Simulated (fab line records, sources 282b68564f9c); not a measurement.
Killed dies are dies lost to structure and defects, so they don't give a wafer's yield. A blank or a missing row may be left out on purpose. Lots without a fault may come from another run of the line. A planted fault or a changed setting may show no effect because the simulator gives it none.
A struck lot beside a sound one | flow rit_cmos | 27 steps out of a route of 202
Sound: wafers L632.2, L632.4, L632.5. Struck: wafers L644.3, L644.4, L644.6. The cause comes at the end.
At each step with rows: each side's tool, then ch and its chambers, then its first start. Under that, the readings that differ: sound wafers | struck wafers | difference of the means | sigmas: that difference in standard deviations of wafers without a fault.
alike: readings whose means differ by less than 2 such deviations, and words and numbers that are the same on both sides. not compared: withheld readings, readings that some wafer has no value for, bounds like >300 that may hide the same value, and numbers for which the record gives no deviation and whose values overlap.
The two part at a step that has a row with sigmas, a row that says differs or no value, or rows on one side only. Numbers that don't overlap but have no deviation are shown without sigmas and don't part them. A reading that every wafer of one side lacks parts them only if that side has two wafers or more.

RIT_ACTIVE_BOW_MEAS_00:
  sound on film_metro-02, day 2 01:01; struck on film_metro-03, day 4 13:02
  alike: INCOMING_BOW
then, 1 step without rows for these wafers: RIT_ACTIVE_OXIDATION_01 (target thk 46.8 nm, ox time 3360 s).
RIT_ACTIVE_THK_MEAS_02:
  sound on film_metro-01, day 2 03:04; struck on film_metro-01, day 4 16:03
  alike: ACTIVE_OXIDE_THK
RIT_ACTIVE_CVD_03: deposits Si3N4 from SiH2Cl2/NH3, target thk 150 nm, time 1500 s.
  sound on lpcvd-01 ch 0, day 2 03:07; struck on lpcvd-02 ch 1, day 4 16:05
  reading                                  | sound             | struck            | difference | sigmas
  model.Si3N4_of_ACTIVE_CVD_03.thk_nm (nm) | 149.8 149.4 148.9 | 200.2 199.8 199.7 | +50.5      |
  alike: zone_power_centre_pct
RIT_ACTIVE_THK_MEAS_04:
  sound on film_metro-02, day 2 04:32; struck on film_metro-03, day 4 17:31
  reading                 | sound             | struck            | difference | sigmas
  ACTIVE_NITRIDE_THK (nm) | 149.8 149.3 148.9 | 200.2 199.8 199.7 | +50.6      | +36
then, 6 steps without rows for these wafers: RIT_ACTIVE_HMDS_05 (prime time 60 s); RIT_ACTIVE_COAT_06 (resist thk 980.1 nm); RIT_ACTIVE_SOFTBAKE_07 (time 60 s); RIT_ACTIVE_EXPOSE_08 (exposes mask M1, target cd 1400 nm); RIT_ACTIVE_PEB_09; RIT_ACTIVE_DEVELOP_10 (develop time 50 s).
RIT_ACTIVE_CD_MEAS_11: target cd 1400 nm.
  sound on cd_sem-01, day 2 05:29; struck on cd_sem-01, day 4 18:35
  alike: cd_nm
then, 1 step without rows for these wafers: RIT_ACTIVE_HARDBAKE_12 (time 60 s).
RIT_ACTIVE_ETCH_13: etches Si3N4 in SF6, stops on SiO2, time 210 s, target depth 210 nm.
  sound on rie_diel-04 ch 1,3, day 2 05:44; struck on rie_diel-02 ch 0,2,3, day 4 18:56
  reading                            | sound             | struck            | difference | sigmas
  oes_product_au (a.u.)              | 0.836 0.824 0.816 | 0.961 0.980 0.955 | +0.140     | +13
  model.etch.depth_nm (nm)           | 149.8 149.4 148.9 | 200.2 199.8 199.7 | +50.5      |
  model.ACTIVE.feature_depth_nm (nm) | 150.2 149.4 148.9 | 201.7 199.8 199.7 | +50.9      |
  alike: chamber_pressure_mTorr, drypump_motor_current_A, throttle_valve_pct
  not compared: rf_hours_counter_h
RIT_ACTIVE_STRIP_14: strips in O2, time 180 s.
  sound on plasma_asher-04 ch 0,1, day 2 05:52; struck on plasma_asher-02 ch 0,1, day 4 19:08
  alike: chamber_pressure_mTorr, drypump_motor_current_A
  not compared: rf_hours_counter_h
RIT_ACTIVE_CD_MEAS_90: target cd 1400 nm.
  sound on cd_sem-02, day 2 06:04; struck on cd_sem-02, day 4 19:17
  alike: cd_nm
then, 4 steps without rows for these wafers: RIT_ACTIVE_CLEAN_15 (cleans in SC1, time 600 s); RIT_ACTIVE_CLEAN_16 (cleans in dHF, time 30 s); RIT_ACTIVE_CLEAN_17 (cleans in SC2, time 600 s); RIT_FOX1_OXIDATION_00 (target thk 350.7 nm, ox time 1130 s).
RIT_FOX1_THK_MEAS_01:
  sound on film_metro-03, day 2 08:40; struck on film_metro-04, day 4 21:04
  reading             | sound       | struck      | difference | sigmas
  FOX1_OXIDE_THK (nm) | 339 340 340 | 362 363 363 | +23        | +4
then, 2 steps without rows for these wafers: RIT_FOX1_WET_ETCH_02 (etches SiO2 in BOE, target depth 350 nm, time 390 s); RIT_FOX2_OXIDATION_00 (target thk 350.7 nm, ox time 1130 s).
RIT_FOX2_THK_MEAS_01:
  sound on film_metro-04, day 2 10:09; struck on film_metro-01, day 4 22:52
  alike: FOX2_OXIDE_THK
RIT_FOX2_CLEAN_02: cleans in dHF, time 180 s.
  sound on wet_bench-03 ch 1, day 2 10:12; struck on wet_bench-03 ch 2, day 4 22:55
  reading                                  | sound           | struck          | difference | sigmas
  model.Si3N4_of_ACTIVE_CVD_03.thk_nm (nm) | 130.4 130 129.5 | 181 180.5 180.5 | +51        |
then, 1 step without rows for these wafers: RIT_FOX2_WET_ETCH_03 (etches Si3N4 in H3PO4, target depth 195 nm, time 2700 s).
RIT_M1_PROBE_99:
  sound on prober-01, day 4 01:29; struck on prober-01, day 6 15:07
  reading                             | sound             | struck            | difference | sigmas
  model.etest.pldd.width_nm (nm)      | 3200 3196 3195    | 3219 3206 3201    | +12        |
  model.etest.nldd.width_nm (nm)      | 3173 3200 3178    | 3215 3221 3220    | +35        |
  model.etest.nmos_narrow.drive_ua_um | 211.2 209.5 214.3 | 226.6 231.3 226.1 | +16.3      |
  not compared: model.etest.nplus_sal.width_nm, model.etest.pplus_sal.width_nm, model.etest.pmos_narrow.drive_ua_um

WHERE THEY PART
First at RIT_ACTIVE_THK_MEAS_04; last, within this record, at RIT_FOX1_THK_MEAS_01. Later steps at which nothing parts them and some readings are alike: RIT_FOX2_THK_MEAS_01.

WHY: what the simulator had put in
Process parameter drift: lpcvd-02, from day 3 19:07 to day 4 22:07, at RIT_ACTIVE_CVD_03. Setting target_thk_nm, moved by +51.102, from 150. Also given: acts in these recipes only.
